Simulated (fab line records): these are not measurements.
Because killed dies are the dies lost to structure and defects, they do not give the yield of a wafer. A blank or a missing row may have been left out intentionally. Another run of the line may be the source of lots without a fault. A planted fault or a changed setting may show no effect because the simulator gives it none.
Commonality check across tools + flow berkeley cmos170 + 11 lots, 39 wafers sampled

## REASON FOR OPENING
At UCB170_ACTIVE_THK_MEAS_06 the reading ACTIVE_NITRIDE_THK is flagged on 2 of 11 lots. Wafers without a fault read 220.4 nm, standard deviation 1.8.
Rule: a lot gets a flag if all its wafers with a number sit over 4 standard deviations from that mean, or if no wafer of it has a number. The rest of the lots are taken to be sound.

| lot  | measured    | on            | ACTIVE_NITRIDE_THK (nm), wafer by wafer | flag    |
|------|-------------|---------------|-----------------------------------------|---------|
| L518 | day 4 18:44 | film metro-04 | 219.1 219.6 219.1                       |         |
| L520 | day 4 18:44 | film metro-03 | 219.7 221.4 221.4                       |         |
| L519 | day 4 18:45 | film metro-01 | 219.6 218.5 217.5                       |         |
| L521 | day 5 12:08 | film metro-03 | 221.2 220.3 220.8                       |         |
| L522 | day 5 12:10 | film metro-01 | 217.9 217.0 217.0                       |         |
| L523 | day 5 12:10 | film metro-04 | 219.1 220.5 218.5                       |         |
| L524 | day 5 21:26 | film metro-01 | 219.4 218.9 219.4                       |         |
| L525 | day 6 02:10 | film metro-01 | 219.2 219.9 221.1                       |         |
| L528 | day 6 10:13 | film metro-01 | 375.1 375.6 374.4 375.1 375.6 375.1     | FLAGGED |
| L527 | day 6 10:14 | film metro-04 | 373.4 373.8 374.6 373.3 373.5 374.1     | FLAGGED |
| L541 | day 9 17:46 | film metro-03 | 220.7 219.0 219.6                       |         |
On average the flagged lots' numbers are 374.5 nm, which is +154.1 nm against the usual, or +86 standard deviations.

## WHICH TOOL RAN EACH LOT
Before the reading, the record contains 2 process steps out of a 331-step route. In each cell: the tool, then ch and the chambers that the sampled wafers went through, then the start.
| lot  | flag    | UCB170_PWELL_ETCH_14              | UCB170_ACTIVE_CVD_05       |
|------|---------|-----------------------------------|----------------------------|
| L518 |         | rie diel-02 ch 1,2, day 3 07:25   | lpcvd-01 ch 0, day 4 16:49 |
| L520 |         | rie diel-03 ch 0,2,3, day 3 16:08 | lpcvd-01 ch 0, day 4 16:49 |
| L519 |         | rie diel-02 ch 0,3, day 3 16:21   | lpcvd-01 ch 0, day 4 16:49 |
| L521 |         | rie diel-01 ch 0,1,2, day 4 01:42 | lpcvd-01 ch 1, day 5 10:14 |
| L522 |         | rie diel-02 ch 0,1,3, day 4 07:00 | lpcvd-01 ch 0, day 5 10:14 |
| L523 |         | rie diel-01 ch 2,3, day 4 07:00   | lpcvd-01 ch 1, day 5 10:14 |
| L524 |         | rie diel-02 ch 0,1,2, day 4 13:19 | lpcvd-02 ch 1, day 5 19:31 |
| L525 |         | rie diel-03 ch 0,3, day 4 17:46   | lpcvd-02 ch 1, day 6 00:14 |
| L528 | FLAGGED | rie diel-03 ch 1,3, day 5 03:50   | lpcvd-02 ch 1, day 6 08:17 |
| L527 | FLAGGED | rie diel-01 ch 0,1, day 5 04:03   | lpcvd-02 ch 0, day 6 08:17 |
| L541 |         | rie diel-01 ch 0,3, day 8 06:29   | lpcvd-02 ch 0, day 9 15:50 |
These steps, and what they do:
- UCB170_PWELL_ETCH_14: etches Si3N4 in CH3F/Ar/O2, stops on SiO2, target depth 242 nm, time 151 s.
- UCB170_ACTIVE_CVD_05: deposits Si3N4 from SiH2Cl2/NH3, target thk 220 nm, time 3300 s.
- UCB170_ACTIVE_THK_MEAS_06

## FLAGGED OVER TOTAL, TOOL BY TOOL (the gauges that took the reading come last)
| step                      | tool          | lots run | flagged | share of the flagged lots | sound lots run after its first flagged lot |
|---------------------------|---------------|----------|---------|---------------------------|--------------------------------------------|
| UCB170_PWELL_ETCH_14      | rie diel-01   | 4        | 1       | some                      | 1 (L541)                                   |
| UCB170_PWELL_ETCH_14      | rie diel-02   | 4        | 0       | none                      | -                                          |
| UCB170_PWELL_ETCH_14      | rie diel-03   | 3        | 1       | some                      | 0                                          |
| UCB170_ACTIVE_CVD_05      | lpcvd-01      | 6        | 0       | none                      | -                                          |
| UCB170_ACTIVE_CVD_05      | lpcvd-02      | 5        | 2       | all                       | 1 (L541)                                   |
| UCB170_ACTIVE_THK_MEAS_06 | film metro-01 | 5        | 1       | some                      | 0                                          |
| UCB170_ACTIVE_THK_MEAS_06 | film metro-03 | 3        | 0       | none                      | -                                          |
| UCB170_ACTIVE_THK_MEAS_06 | film metro-04 | 3        | 1       | some                      | 0                                          |

## WHAT THE TABLE PERMITS
1 row of the table ran every flagged lot: lpcvd-02 at UCB170_ACTIVE_CVD_05.
- lpcvd-02 at UCB170_ACTIVE_CVD_05 ran 5 lots, 2 of them flagged. Lots that were sound ran on it after the first flagged one (L541); a persistent fault on the entire tool would not allow that. Its own readings (spike tc centre C, spike tc load C, spike tc source C, susceptor temp C, zone power source pct) fall more than 4 standard deviations out on all wafers of the flagged lots.
Not one row of the table ran every flagged lot while running no sound lot after the first.

## WHAT HAD BEEN PUT IN BY THE SIMULATOR
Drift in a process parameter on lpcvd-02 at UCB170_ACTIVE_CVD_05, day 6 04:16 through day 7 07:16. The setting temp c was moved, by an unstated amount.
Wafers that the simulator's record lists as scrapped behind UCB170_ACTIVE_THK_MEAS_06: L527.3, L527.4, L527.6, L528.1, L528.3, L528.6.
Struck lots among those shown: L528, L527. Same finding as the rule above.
